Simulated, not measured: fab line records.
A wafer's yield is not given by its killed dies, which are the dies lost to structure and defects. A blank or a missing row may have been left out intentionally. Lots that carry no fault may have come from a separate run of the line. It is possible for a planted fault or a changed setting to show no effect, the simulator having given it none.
The same fault as seen by 2 desks / flow berkeley_cmos170 / every desk sees just its own numbers, and what lay behind them comes last

FROM THE METROLOGY DESK
What the gauges read for every lot (on any tool): the sampled wafers with a number, averaged. If a lot's mean is further than 4 standard deviations from the usual mean, the lot is out of limits and carries the mark OUT (the distance appears in the brackets).
Columns: A = SILICIDE_TI_RS at UCB170_SILICIDE_RS_MEAS_02, usual 26.1 ohm/sq; B = CONTACT_PSG_THK at UCB170_CONTACT_THK_MEAS_02, usual 698 nm
lot=L843; first seen here=day 8 07:05; A=26.1; B=700
lot=L844; first seen here=day 8 08:10; A=26.0; B=705
lot=L848; first seen here=day 9 02:51; A=26.3; B=704
lot=L850; first seen here=day 9 03:18; A=25.9; B=694
lot=L849; first seen here=day 9 03:49; A=26.0; B=697
lot=L852; first seen here=day 9 19:15; A=26.6; B=707
lot=L853; first seen here=day 9 20:08; A=26.0; B=695
lot=L854; first seen here=day 10 02:02; A=26.2; B=696
lot=L857; first seen here=day 10 19:10; A=26.3; B=702
lot=L858; first seen here=day 11 07:46; A=25.5; B=696
lot=L862; first seen here=day 11 19:33; A=26.5; B=690
lot=L865; first seen here=day 12 19:11; A=26.0; B=705
lot=L864; first seen here=day 12 19:56; A=26.4; B=702
This desk's verdict: no lot among the 13 shows anything out of limits.

FOR THE TOOL OWNER'S DESK: pvd_sputter-01
The tool's own readings at UCB170_SILICIDE_SPUTTER_01 (material Ti, target thk 30 nm, time 25 s): means of the sampled wafers that have a number, for each lot that ran on this tool. If a lot's mean is further than 4 standard deviations from the usual mean, the lot is out of limits and carries the mark OUT (the distance appears in the brackets).
Columns: A = cathode_dc_power_W at UCB170_SILICIDE_SPUTTER_01, usual 1500.0 W; B = throttle_valve_pct at UCB170_SILICIDE_SPUTTER_01, usual 30.0 %
lot=L843; first seen here=day 8 07:01; A=1499.9; B=29.5
lot=L848; first seen here=day 9 02:49; A=1499.9; B=29.6
lot=L849; first seen here=day 9 03:43; A=1499.7; B=28.9
lot=L852; first seen here=day 9 19:13; A=1500.4; B=29.4
lot=L854; first seen here=day 10 01:59; A=1499.8; B=28.7
lot=L862; first seen here=day 11 19:31; A=1485.2 (-55) OUT; B=29.7
This desk's verdict: out of limits on L862, starting with L862 at day 11 19:31 (cathode_dc_power_W at UCB170_SILICIDE_SPUTTER_01). L843, L848, L849, L852, L854 stayed within limits.

BROUGHT TOGETHER
On L862, at day 11 19:31, an alarm was possible from the tool owner's desk.
Nothing out of limits was seen by the metrology desk.
The metrology desk holds a record of L862, inside its limits.
The lots listed all ran UCB170_SILICIDE_SPUTTER_01 on pvd_sputter-01.

WHAT HAD BEEN PUT IN BY THE SIMULATOR
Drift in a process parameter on pvd_sputter-01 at UCB170_SILICIDE_SPUTTER_01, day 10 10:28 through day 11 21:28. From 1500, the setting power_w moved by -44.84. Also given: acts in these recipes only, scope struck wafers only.
Struck lots among those shown: L862.
Time in hours from fault onset to the first out-of-limits reading at each desk: the tool owner's desk, 33.
